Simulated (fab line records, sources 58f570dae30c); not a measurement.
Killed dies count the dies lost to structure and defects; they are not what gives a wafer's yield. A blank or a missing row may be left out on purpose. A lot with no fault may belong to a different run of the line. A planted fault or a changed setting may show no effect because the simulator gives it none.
Matching of chambers | flow berkeleyCmos170 | UCB170_CONTACT_ETCH_18 on rieDiel-02 has 3 sister chambers
The step etches PSG in CHF3/CF4/Ar, stops on TiSi2, target depth 840 nm, time 195 s. 14 wafers are shown with their chamber, then 7 later ones without.

## WAFERS PAIRED WITH THEIR CHAMBERS
wafer  | chamber | drypumpMotorCurrentA (A) | throttleValvePct (%) | oesProductAu (a.u.)
L521.2 | 3       | 6.6                      | 6.84                 | 0.889
L521.4 | 3       | 6.6                      | 6.84                 | 0.889
L521.5 | 1       | 5.1                      | 7.03                 | 0.883
L522.1 | 1       | 5.1                      | 7.05                 | 0.894
L522.4 | 3       | 6.6                      | 6.83                 | 0.892
L522.6 | 3       | 6.6                      | 6.84                 | 0.882
L524.2 | 3       | 6.6                      | 6.83                 | 0.888
L524.5 | 0       | 5.2                      | 6.86                 | 0.894
L524.6 | 3       | 6.6                      | 6.84                 | 0.888
L529.1 | 1       | 5.1                      | 7.04                 | 0.874
L529.5 | 1       | 5.1                      | 7.05                 | 0.882
L529.6 | 3       | 6.5                      | 6.85                 | 0.880
L534.1 | 1       | 5.1                      | 7.03                 | 0.881
L534.3 | 3       | 6.6                      | 6.85                 | 0.882

SIGNATURES (averages over the wafers above)
reading              | chamber 0 | chamber 1 | chamber 3 | scatter within a chamber
drypumpMotorCurrentA | 5.200     | 5.100     | 6.587     | 0.0282
throttleValvePct     | 6.8600    | 7.0400    | 6.8400    | 0.00853
oesProductAu         | 0.89400   | 0.88280   | 0.88625   | 0.00553
Rule: a wafer lies at a distance from a chamber equal to the root of the sum of squares, over the readings, of (its reading less the chamber's mean, divided by the reading's scatter). If the next closest chamber is less than 2 further off than the closest, the wafer can't be placed; otherwise it belongs to the closest. How the scatter is found: for the shown wafers, subtract from each reading the mean of its chamber, square and add these, divide the total by (wafers less chambers), then take the root.

## WAFERS WITHOUT THEIR CHAMBER
wafer  | drypumpMotorCurrentA (A) | throttleValvePct (%) | oesProductAu (a.u.)
L534.5 | 5.1                      | 7.04                 | 0.887
L535.1 | 6.6                      | 6.84                 | 0.889
L535.2 | 5.2                      | 6.85                 | 0.901
L535.3 | 5.1                      | 7.04                 | 0.899
L538.1 | 6.6                      | 6.83                 | 0.890
L538.2 | 5.1                      | 7.04                 | 0.891
L538.3 | 5.2                      | 6.84                 | 0.897

## WHICH CHAMBER EACH ONE RAN IN
wafer  | from the rows above | in truth
L534.5 | 1                   | 1
L535.1 | 3                   | 3
L535.2 | 0                   | 0
L535.3 | 1                   | 1
L538.1 | 3                   | 3
L538.2 | 1                   | 1
L538.3 | 0                   | 0
Correctly placed: 7 of 7. Not placeable from these rows: 0. Wrongly placed: 0.
